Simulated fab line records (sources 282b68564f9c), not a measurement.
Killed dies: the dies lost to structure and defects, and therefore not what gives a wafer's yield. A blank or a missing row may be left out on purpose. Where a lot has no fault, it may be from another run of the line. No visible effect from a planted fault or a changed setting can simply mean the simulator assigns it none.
fab line records	flow ritCmos
record lots=5	wafers=23
route steps=202 shown ACTIVE@2 FOX2@23 NWELL@36 PWELL@47 WELLDRIVE@50 NRETRO@54 PRETRO@65 NLDD@104 PLDD@122
startH: start of the lot's first displayed wafer, in hours after the record's first day	waitH: hours from the lot's prior step to this one	" unchanged from the row above	L1.1+2: several wafers, shown together as one row	- no value present, or no start provided	* or withheld: withheld	< > ~ a bound
route shown NAME@n: names a module that has steps shown in the file, with the first one's number in the route	usual: mean and standard deviation over wafers with no fault	same: alike in all rows	chamber/n: place in a boat	sites: per-site readings	_std_site: their standard deviation	_edge_site: the outer-site mean with the inner-site mean subtracted	radiusMm: for every site, how far away it sits from the centre of the wafer	mask NAME#n: copy n	behind: tool/chamber where the wafer was last shaped	hold: what put the lot on hold/how long, in hours/how the hold closed	device: which transistor (n, p or np) failed to switch	end of line: tests of these same wafers at the route's end	a step with no rows: only its recipe	killed: the dies lost at the first sort to structure and to defects; this is not the yield of the wafer	map: the dies of a wafer, with x for killed, . for not killed, _ for no die there
set.NAME: setting as actually run; set.NAME@STEP: the setting as run at that earlier step	model.NAME: the simulator's own value behind a step, which no gauge read
lots run with intentionally changed settings; tables by step, rows by wafer
## steps
# step RIT_ACTIVE_OXIDATION_01
# recipe tempC=1000	ambient=O2	targetThkA=468	oxTimeS=3360
lot.wafer	tool	chamber	startH	waitH	set.tempC	model.SiO2_of_ACTIVE_OXIDATION_01.thkNm
L074.1	-	-	-	0.2	973	37.55
L074.3	"	-	"	"	973	37.53
L074.4	"	-	"	"	973	37.22
L074.5	"	-	"	"	973	37.6
L074.6	"	-	"	"	973	37.88
L076.1	-	-	-	0.6	1017	54.47
L076.2	"	-	"	"	1017	54.87
L076.4	"	-	"	"	1017	54.9
L076.5	"	-	"	"	1017	54.75
L076.6	"	-	"	"	1017	53.91
L078.1	furnace-02	0	30.12	0.1	1000	47.17
L078.4	"	0	"	"	1000	47.07
L078.6	"	0	"	"	1000	46.23
L083.1	-	-	-	0.1	1000	46.7
L083.2	"	-	"	"	1000	47.25
L083.4	"	-	"	"	1000	45.92
L083.5	"	-	"	"	1000	46.41
L083.6	"	-	"	"	1000	46.71
L085.1	-	-	-	0.1	975.5	37.55
L085.2	"	-	"	"	975.5	37.78
L085.3	"	-	"	"	975.5	37.74
L085.4	"	-	"	"	975.5	37.82
L085.5	"	-	"	"	975.5	37.84
# step RIT_ACTIVE_THK_MEAS_02
# recipe reads=SiO2_of_ACTIVE_OXIDATION_01
# usual ACTIVE_OXIDE_THK=46.4/0.83
lot.wafer	tool	chamber	startH	waitH	set.tempC@ACTIVE_OXIDATION_01	ACTIVE_OXIDE_THK[nm]
L074.1	filmMetro-02	-	-	-	973	37.6
L074.3	"	-	"	"	973	37.5
L074.4	"	-	"	"	973	37.2
L074.5	"	-	"	"	973	37.6
L074.6	"	-	"	"	973	37.9
L076.1	filmMetro-01	-	-	-	1017	54.5
L076.2	"	-	"	"	1017	54.9
L076.4	"	-	"	"	1017	54.9
L076.5	"	-	"	"	1017	54.8
L076.6	"	-	"	"	1017	53.9
L078.1	filmMetro-02	-	32.05	0.0	1000	47.1
L078.4	"	-	"	"	1000	47.1
L078.6	"	-	"	"	1000	46.2
L083.1	filmMetro-04	-	-	-	1000	46.7
L083.2	"	-	"	"	1000	47.2
L083.4	"	-	"	"	1000	45.9
L083.5	"	-	"	"	1000	46.4
L083.6	"	-	"	"	1000	46.7
L085.1	filmMetro-01	-	-	-	975.5	37.5
L085.2	"	-	"	"	975.5	37.8
L085.3	"	-	"	"	975.5	37.7
L085.4	"	-	"	"	975.5	37.8
L085.5	"	-	"	"	975.5	37.8
# step RIT_ACTIVE_DEVELOP_10
# recipe resist=NOVOLAK	developTimeS=50	devTempC=23
lot.wafer	tool	chamber	startH	waitH	set.devTempC
L074.1+3+4+5+6	lithoTrack-02	0	-	-	23
L076.1+5+6	lithoTrack-03	0	-	-	23
L076.2+4	"	0	"	"	20.2
L078.1+4+6	lithoTrack-02	0	-	-	23
L083.1+2+4+5+6	lithoTrack-03	0	-	-	23
L085.1+2	lithoTrack-03	0	-	-	23
L085.3+4+5	"	0	"	"	25.09
# step RIT_ACTIVE_HARDBAKE_12
# recipe resist=NOVOLAK	tempC=140	timeS=60
# step RIT_ACTIVE_ETCH_13
# recipe stopOn=SiO2	chemistry=SF6	target=Si3N4	timeS=210	overEtchFrac=0.4	SF6_flow_sccm=200	pressureMtorr=260	rfW=125	targetDepthA=2100
lot.wafer	tool	chamber	startH	waitH	set.tempC@ACTIVE_OXIDATION_01	model.SiO2_of_ACTIVE_OXIDATION_01.thkNm
L074.1	rieDiel-01	2	14.91	0.1	973	37.55
L074.3	"	0	"	"	973	37.53
L074.4	"	1	"	"	973	37.22
L074.5	"	3	"	"	973	37.6
L074.6	"	2	"	"	973	37.88
L076.1	rieDiel-04	2	25.38	0.1	1017	54.47
L076.2	"	0	"	"	1017	54.87
L076.4	"	3	"	"	1017	54.9
L076.5	"	1	"	"	1017	54.75
L076.6	"	2	"	"	1017	53.91
L078.1	rieDiel-02	1	34.71	0.1	1000	47.17
L078.4	"	2	"	"	1000	45.75
L078.6	"	3	"	"	1000	45.63
L083.1	rieDiel-01	1	59.83	0.1	1000	46.7
L083.2	"	2	"	"	1000	47.25
L083.4	"	3	"	"	1000	45.92
L083.5	"	3	"	"	1000	46.41
L083.6	"	2	"	"	1000	46.71
L085.1	rieDiel-01	3	69.83	0.1	975.5	37.55
L085.2	"	0	"	"	975.5	37.78
L085.3	"	2	"	"	975.5	37.74
L085.4	"	1	"	"	975.5	37.82
L085.5	"	3	"	"	975.5	37.84
# step RIT_FOX2_OXIDATION_00
# recipe tempC=1100	ambient=H2O	targetThkA=3507	pH2oTorr=720	oxTimeS=1130
lot.wafer	tool	chamber	startH	waitH	set.oxTimeS	model.SiO2_of_FOX2_OXIDATION_00.thkNm
L074.1	-	-	-	0.0	1032	333.7
L074.3	"	-	"	"	1032	330.5
L074.4	"	-	"	"	1032	334.6
L074.5	"	-	"	"	1032	336.3
L074.6	"	-	"	"	1032	333.9
L076.1	-	-	-	0.0	1130	351.2
L076.2	"	-	"	"	1130	351.3
L076.4	"	-	"	"	1130	346.1
L076.5	"	-	"	"	1130	347.8
L076.6	"	-	"	"	1130	340.1
L078.1	furnace-02	0	37.22	0.0	1130	344.3
L078.4	"	0	"	"	1130	342.6
L078.6	"	0	"	"	1130	336.5
L083.1	-	-	-	0.0	1130	345.4
L083.2	"	-	"	"	1130	354.1
L083.4	"	-	"	"	1130	352.2
L083.5	"	-	"	"	1130	347.9
L083.6	"	-	"	"	1130	349
L085.1	-	-	-	0.0	1206	367.8
L085.2	"	-	"	"	1206	368.8
L085.3	"	-	"	"	1206	365.9
L085.4	"	-	"	"	1206	369.9
L085.5	"	-	"	"	1206	370.9
# step RIT_FOX2_CLEAN_02
# recipe chemistry=dHF	dilution=50:1	timeS=180
# step RIT_FOX2_WET_ETCH_03
# recipe chemistry=H3PO4	target=Si3N4	targetDepthNm=195	tempC=165	timeS=2700
lot.wafer	tool	chamber	startH	waitH	set.tempC@ACTIVE_OXIDATION_01	model.SiO2_of_ACTIVE_OXIDATION_01.thkNm
L074.1	wetBench-01	1	19.95	0.0	973	33.41
L074.3	"	1	"	"	973	33.42
L074.4	"	1	"	"	973	32.81
L074.5	"	1	"	"	973	32.71
L074.6	"	1	"	"	973	33.7
L076.1	wetBench-04	2	29.21	0.0	1017	48.53
L076.2	"	2	"	"	1017	47.47
L076.4	"	2	"	"	1017	48.92
L076.5	"	2	"	"	1017	48.36
L076.6	"	2	"	"	1017	48.03
L078.1	wetBench-03	1	38.71	0.0	1000	42.02
L078.4	"	1	"	"	1000	40.74
L078.6	"	1	"	"	1000	40.63
L083.1	wetBench-01	1	63.55	0.0	1000	41.15
L083.2	"	1	"	"	1000	41.97
L083.4	"	1	"	"	1000	40.05
L083.5	"	1	"	"	1000	40.49
L083.6	"	1	"	"	1000	41.51
L085.1	wetBench-04	1	73.60	0.0	975.5	32.59
L085.2	"	1	"	"	975.5	33.54
L085.3	"	1	"	"	975.5	33.52
L085.4	"	1	"	"	975.5	33.25
L085.5	"	1	"	"	975.5	32.86
# step RIT_NWELL_IMPLANT_08
# recipe species=P	energyKev=170	doseCm2=5e+13	tiltDeg=7
lot.wafer	tool	chamber	startH	waitH	set.doseCm2
L074.1+5	implanter-01	0	22.03	0.2	5.182e+13
L074.3+4+6	"	0	"	"	5e+13
L076.1+2+5	implanter-02	0	32.09	0.2	5e+13
L076.4+6	"	0	"	"	5.281e+13
L078.1+4+6	implanter-03	0	40.89	0.2	5e+13
L083.1+2	implanter-02	0	65.54	0.2	4.765e+13
L083.4+5+6	"	0	"	"	5e+13
L085.1+2+3+4+5	implanter-02	0	75.78	0.2	5e+13
# step RIT_NWELL_STRIP_09
# recipe chemistry=O2	timeS=180	resist=NOVOLAK	platenTempC=withheld	powerW=500	pressureMtorr=4000	o2FlowSccm=4000
# step RIT_NWELL_TW_MEAS_10
# usual NWELL_TW=2154/18
lot.wafer	tool	chamber	startH	waitH	set.doseCm2@NWELL_IMPLANT_08	NWELL_TW
L074.1	filmMetro-03	-	22.36	0.1	5.182e+13	2161
L074.3	"	-	"	"	5e+13	2145
L074.4	"	-	"	"	5e+13	2151
L074.5	"	-	"	"	5.182e+13	2172
L074.6	"	-	"	"	5e+13	2141
L076.1	filmMetro-03	-	32.41	0.1	5e+13	2147
L076.2	"	-	"	"	5e+13	2143
L076.4	"	-	"	"	5.281e+13	2183
L076.5	"	-	"	"	5e+13	2155
L076.6	"	-	"	"	5.281e+13	2194
L078.1	filmMetro-01	-	41.22	0.1	5e+13	2149
L078.4	"	-	"	"	5e+13	2150
L078.6	"	-	"	"	5e+13	2132
L083.1	filmMetro-01	-	65.86	0.1	4.765e+13	2121
L083.2	"	-	"	"	4.765e+13	2110
L083.4	"	-	"	"	5e+13	2156
L083.5	"	-	"	"	5e+13	2140
L083.6	"	-	"	"	5e+13	2155
L085.1	filmMetro-04	-	76.10	0.1	5e+13	2180
L085.2	"	-	"	"	5e+13	2202
L085.3	"	-	"	"	5e+13	2194
L085.4	"	-	"	"	5e+13	2195
L085.5	"	-	"	"	5e+13	2208
# step RIT_PWELL_IMPLANT_08
# recipe species=B	energyKev=170	doseCm2=7e+13	tiltDeg=7
lot.wafer	tool	chamber	startH	waitH	set.energyKev	model.implant.drpNm
L074.1+3+4	implanter-02	0	23.73	0.2	170	102.9
L074.5+6	"	0	"	"	167.4	102.4
L076.1+2+4+5+6	implanter-02	0	33.80	0.2	170	102.9
L078.1+4+6	implanter-02	0	42.47	0.2	170	102.9
L083.1+2+5	implanter-03	0	67.09	0.2	170	102.9
L083.4+6	"	0	"	"	163.7	101.5
L085.1+3+4	implanter-04	0	77.33	0.2	170	102.9
L085.2+5	"	0	"	"	165	101.8
# step RIT_PWELL_STRIP_09
# recipe chemistry=O2	timeS=180	resist=NOVOLAK	platenTempC=withheld	powerW=500	pressureMtorr=4000	o2FlowSccm=4000
# step RIT_WELLDRIVE_ANNEAL_00
# recipe tempC=1100	timeS=14700	ambient=N2
# step RIT_WELLDRIVE_RS_MEAS_01
# recipe thkMeasGauge=four-point-probe
# usual NWELL_RS=275.8/0.74
lot.wafer	tool	chamber	startH	waitH	set.doseCm2@NWELL_IMPLANT_08	NWELL_RS[ohm/sq]
L074.1	filmMetro-03	-	29.20	0.0	5.182e+13	271.1
L074.3	"	-	"	"	5e+13	277.2
L074.4	"	-	"	"	5e+13	276.4
L074.5	"	-	"	"	5.182e+13	271.7
L074.6	"	-	"	"	5e+13	277.1
L076.1	filmMetro-03	-	39.99	0.0	5e+13	276.3
L076.2	"	-	"	"	5e+13	276.5
L076.4	"	-	"	"	5.281e+13	267.1
L076.5	"	-	"	"	5e+13	276.8
L076.6	"	-	"	"	5.281e+13	267.5
L078.1	filmMetro-03	-	47.94	0.0	5e+13	276.3
L078.4	"	-	"	"	5e+13	276.3
L078.6	"	-	"	"	5e+13	276.8
L083.1	filmMetro-04	-	72.56	0.0	4.765e+13	284.1
L083.2	"	-	"	"	4.765e+13	283.5
L083.4	"	-	"	"	5e+13	275.1
L083.5	"	-	"	"	5e+13	275.5
L083.6	"	-	"	"	5e+13	276.0
L085.1	filmMetro-01	-	83.56	0.0	5e+13	274.3
L085.2	"	-	"	"	5e+13	275.4
L085.3	"	-	"	"	5e+13	274.3
L085.4	"	-	"	"	5e+13	275.2
L085.5	"	-	"	"	5e+13	275.1
# step RIT_NRETRO_COAT_01
# recipe resist=NOVOLAK	spinRpm=2000	resistThkNm=1300
lot.wafer	tool	chamber	startH	waitH	set.resistThkNm	model.NOVOLAK_of_NRETRO_COAT_01.thkNm
L074.1	lithoTrack-03	0	29.59	0.1	1332	1328
L074.3	"	0	"	"	1300	1297
L074.4	"	0	"	"	1332	1326
L074.5	"	0	"	"	1332	1329
L074.6	"	0	"	"	1300	1295
L076.1	lithoTrack-01	0	40.38	0.1	1330	1321
L076.2+6	"	0	"	"	1300	1295
L076.4	"	0	"	"	1300	1294
L076.5	"	0	"	"	1330	1323
L078.1	lithoTrack-02	0	48.33	0.1	1300	1295
L078.4	"	0	"	"	1300	1299
L078.6	"	0	"	"	1300	1300
L083.1	lithoTrack-03	0	72.95	0.1	1354	1354
L083.2	"	0	"	"	1300	1301
L083.4	"	0	"	"	1354	1355
L083.5	"	0	"	"	1354	1350
L083.6	"	0	"	"	1300	1299
L085.1	lithoTrack-01	0	83.95	0.1	1300	1298
L085.2	"	0	"	"	1300	1295
L085.3	"	0	"	"	1300	1297
L085.4	"	0	"	"	1361	1362
L085.5	"	0	"	"	1361	1356
# step RIT_PRETRO_COAT_01
# recipe resist=NOVOLAK	spinRpm=2000	resistThkNm=1300
lot.wafer	tool	chamber	startH	waitH	set.resistThkNm	model.NOVOLAK_of_PRETRO_COAT_01.thkNm
L074.1	lithoTrack-02	0	31.20	0.1	1276	1274
L074.3+4	"	0	"	"	1300	1298
L074.5	"	0	"	"	1300	1297
L074.6	"	0	"	"	1276	1273
L076.1	lithoTrack-02	0	42.05	0.1	1350	1346
L076.2+5	"	0	"	"	1300	1298
L076.4	"	0	"	"	1300	1297
L076.6	"	0	"	"	1350	1348
L078.1+4	lithoTrack-03	0	50.01	0.1	1300	1305
L078.6	"	0	"	"	1300	1302
L083.1+6	lithoTrack-02	0	74.50	0.1	1300	1296
L083.2	"	0	"	"	1300	1297
L083.4	"	0	"	"	1300	1294
L083.5	"	0	"	"	1300	1293
L085.1+5	lithoTrack-04	0	85.58	0.1	1300	1301
L085.2	"	0	"	"	1374	1367
L085.3	"	0	"	"	1374	1371
L085.4	"	0	"	"	1374	1368
# step RIT_PRETRO_DEVELOP_05
# recipe resist=NOVOLAK	developTimeS=68	devTempC=23
lot.wafer	tool	chamber	startH	waitH	set.developTimeS
L074.1+5	lithoTrack-04	0	-	-	71.22
L074.3+4+6	"	0	"	"	68
L076.1+2+4+5+6	lithoTrack-04	0	-	-	68
L078.1+4+6	lithoTrack-02	0	-	-	68
L083.1+2+4+5+6	lithoTrack-03	0	-	-	68
L085.1+2+3+4+5	lithoTrack-02	0	-	-	68
# step RIT_PRETRO_HARDBAKE_07
# recipe resist=NOVOLAK	tempC=140	timeS=120
lot.wafer	tool	chamber	startH	waitH	set.resistThkNm@PRETRO_COAT_01	model.NOVOLAK_of_PRETRO_COAT_01.thkNm
L074.1	lithoTrack-03	0	32.14	0.0	1276	1115
L074.3+4+5	"	0	"	"	1300	1135
L074.6	"	0	"	"	1276	1113
L076.1	lithoTrack-03	0	42.82	0.0	1350	1177
L076.2+5	"	0	"	"	1300	1135
L076.4	"	0	"	"	1300	1134
L076.6	"	0	"	"	1350	1179
L078.1+4	lithoTrack-03	0	50.90	0.0	1300	1141
L078.6	"	0	"	"	1300	1139
L083.1+6	lithoTrack-02	0	75.42	0.1	1300	1133
L083.2	"	0	"	"	1300	1134
L083.4	"	0	"	"	1300	1132
L083.5	"	0	"	"	1300	1131
L085.1	lithoTrack-02	0	86.34	0.0	1300	1138
L085.2	"	0	"	"	1374	1195
L085.3	"	0	"	"	1374	1198
L085.4	"	0	"	"	1374	1196
L085.5	"	0	"	"	1300	1137
# step RIT_NLDD_COAT_01
# recipe resist=NOVOLAK	spinRpm=3250	resistThkNm=1000
lot.wafer	tool	chamber	startH	waitH	set.resistThkNm	model.NOVOLAK_of_NLDD_COAT_01.thkNm
L074.1	lithoTrack-04	0	41.33	0.1	1000	999.3
L074.3	"	0	"	"	1000	1001
L074.4	"	0	"	"	1000	999.2
L074.5	"	0	"	"	1000	1003
L074.6	"	0	"	"	1000	999.6
L076.1	lithoTrack-01	0	51.80	0.1	1000	998.2
L076.2	"	0	"	"	1000	997.8
L076.4	"	0	"	"	1000	999.5
L076.5	"	0	"	"	1000	995.6
L076.6	"	0	"	"	1000	996.5
L078.1	lithoTrack-01	0	60.97	0.1	1000	1001
L078.4	"	0	"	"	1000	1000
L078.6	"	0	"	"	1000	999
L083.1	lithoTrack-02	0	84.83	0.1	1000	996.9
L083.2	"	0	"	"	1000	997.4
L083.4	"	0	"	"	1026	1025
L083.5	"	0	"	"	1000	998.4
L083.6	"	0	"	"	1026	1023
L085.1	lithoTrack-02	0	96.40	0.1	1023	1025
L085.2	"	0	"	"	1023	1022
L085.3+5	"	0	"	"	1000	1001
L085.4	"	0	"	"	1000	998.8
# step RIT_NLDD_SOFTBAKE_02
# recipe resist=NOVOLAK	tempC=90	timeS=60
# step RIT_NLDD_EXPOSE_03
# recipe maskId=M7	na=0.57	targetCdNm=40700	doseMj=250
# step RIT_NLDD_DEVELOP_05
# recipe resist=NOVOLAK	developTimeS=50	devTempC=23
# step RIT_NLDD_HARDBAKE_07
# recipe resist=NOVOLAK	tempC=140	timeS=60
lot.wafer	tool	chamber	startH	waitH	set.resistThkNm@NLDD_COAT_01	model.NOVOLAK_of_NLDD_COAT_01.thkNm
L074.1+4	lithoTrack-01	0	42.48	0.0	1000	883.1
L074.3	"	0	"	"	1000	884.9
L074.5	"	0	"	"	1000	886.5
L074.6	"	0	"	"	1000	883.5
L076.1	lithoTrack-01	0	52.66	0.0	1000	882.1
L076.2	"	0	"	"	1000	881.9
L076.4	"	0	"	"	1000	883.4
L076.5	"	0	"	"	1000	880
L076.6	"	0	"	"	1000	880.7
L078.1	lithoTrack-01	0	61.71	0.0	1000	884.3
L078.4	"	0	"	"	1000	883.8
L078.6	"	0	"	"	1000	882.8
L083.1	lithoTrack-02	0	85.79	0.3	1000	881.1
L083.2	"	0	"	"	1000	881.5
L083.4	"	0	"	"	1026	905.4
L083.5	"	0	"	"	1000	882.3
L083.6	"	0	"	"	1026	903.9
L085.1	lithoTrack-04	0	97.14	0.0	1023	905.6
L085.2	"	0	"	"	1023	903.1
L085.3	"	0	"	"	1000	884.2
L085.4	"	0	"	"	1000	882.8
L085.5	"	0	"	"	1000	885
# step RIT_PLDD_IMPLANT_08
# recipe species=BF2	energyKev=20	doseCm2=9e+14	tiltDeg=7
lot.wafer	tool	chamber	startH	waitH	set.energyKev	model.implant.rpNm	model.implant.drpNm
L074.1+3+6	implanter-02	0	44.05	0.1	20	17.17	9.752
L074.4+5	"	0	"	"	19.13	16.59	9.452
L076.1+2+4+5+6	implanter-02	0	54.23	0.1	20	17.55	9.752
L078.1+4+6	implanter-03	0	63.41	0.1	20	17.67	9.752
L083.1+4+5	implanter-04	0	87.49	0.1	20	17.79	9.752
L083.2+6	"	0	"	"	20.98	18.47	10.08
L085.1+4+5	implanter-03	0	98.71	0.1	20	17.23	9.752
L085.2+3	"	0	"	"	19.65	16.99	9.631
## key
split step=RIT_ACTIVE_OXIDATION_01	setting=tempC	stated=1000	by=lot
response step=RIT_ACTIVE_OXIDATION_01	reading=model.SiO2_of_ACTIVE_OXIDATION_01.thkNm	change=+3.85	per=1%	r=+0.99
response step=RIT_ACTIVE_THK_MEAS_02	reading=ACTIVE_OXIDE_THK	change=+3.85	per=1%	r=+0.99
response step=RIT_ACTIVE_ETCH_13	reading=model.SiO2_of_ACTIVE_OXIDATION_01.thkNm	change=+3.83	per=1%	r=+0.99
response step=RIT_FOX2_WET_ETCH_03	reading=model.SiO2_of_ACTIVE_OXIDATION_01.thkNm	change=+3.41	per=1%	r=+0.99
split step=RIT_ACTIVE_DEVELOP_10	setting=devTempC	stated=23	by=wafer
response none clear
split step=RIT_FOX2_OXIDATION_00	setting=oxTimeS	stated=1130	by=lot
response step=RIT_FOX2_OXIDATION_00	reading=model.SiO2_of_FOX2_OXIDATION_00.thkNm	change=+2.2	per=1%	r=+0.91
split step=RIT_NWELL_IMPLANT_08	setting=doseCm2	stated=5e+13	by=wafer
response step=RIT_NWELL_TW_MEAS_10	reading=NWELL_TW	change=+6.94	per=1%	r=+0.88
response step=RIT_WELLDRIVE_RS_MEAS_01	reading=NWELL_RS	change=-1.65	per=1%	r=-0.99
split step=RIT_PWELL_IMPLANT_08	setting=energyKev	stated=170	by=wafer
response step=RIT_PWELL_IMPLANT_08	reading=model.implant.drpNm	change=+0.364	per=1%	r=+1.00
split step=RIT_NRETRO_COAT_01	setting=resistThkNm	stated=1300	by=wafer
response step=RIT_NRETRO_COAT_01	reading=model.NOVOLAK_of_NRETRO_COAT_01.thkNm	change=+12.9	per=1%	r=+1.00
split step=RIT_PRETRO_COAT_01	setting=resistThkNm	stated=1300	by=wafer
response step=RIT_PRETRO_COAT_01	reading=model.NOVOLAK_of_PRETRO_COAT_01.thkNm	change=+12.3	per=1%	r=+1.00
response step=RIT_PRETRO_HARDBAKE_07	reading=model.NOVOLAK_of_PRETRO_COAT_01.thkNm	change=+10.6	per=1%	r=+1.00
split step=RIT_PRETRO_DEVELOP_05	setting=developTimeS	stated=68	by=wafer
response none clear
split step=RIT_NLDD_COAT_01	setting=resistThkNm	stated=1000	by=wafer
response step=RIT_NLDD_COAT_01	reading=model.NOVOLAK_of_NLDD_COAT_01.thkNm	change=+10.1	per=1%	r=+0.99
response step=RIT_NLDD_HARDBAKE_07	reading=model.NOVOLAK_of_NLDD_COAT_01.thkNm	change=+8.85	per=1%	r=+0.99
split step=RIT_PLDD_IMPLANT_08	setting=energyKev	stated=20	by=wafer
response step=RIT_PLDD_IMPLANT_08	reading=model.implant.rpNm	change=+0.136	per=1%	r=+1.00
response step=RIT_PLDD_IMPLANT_08	reading=model.implant.drpNm	change=+0.0684	per=1%	r=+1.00
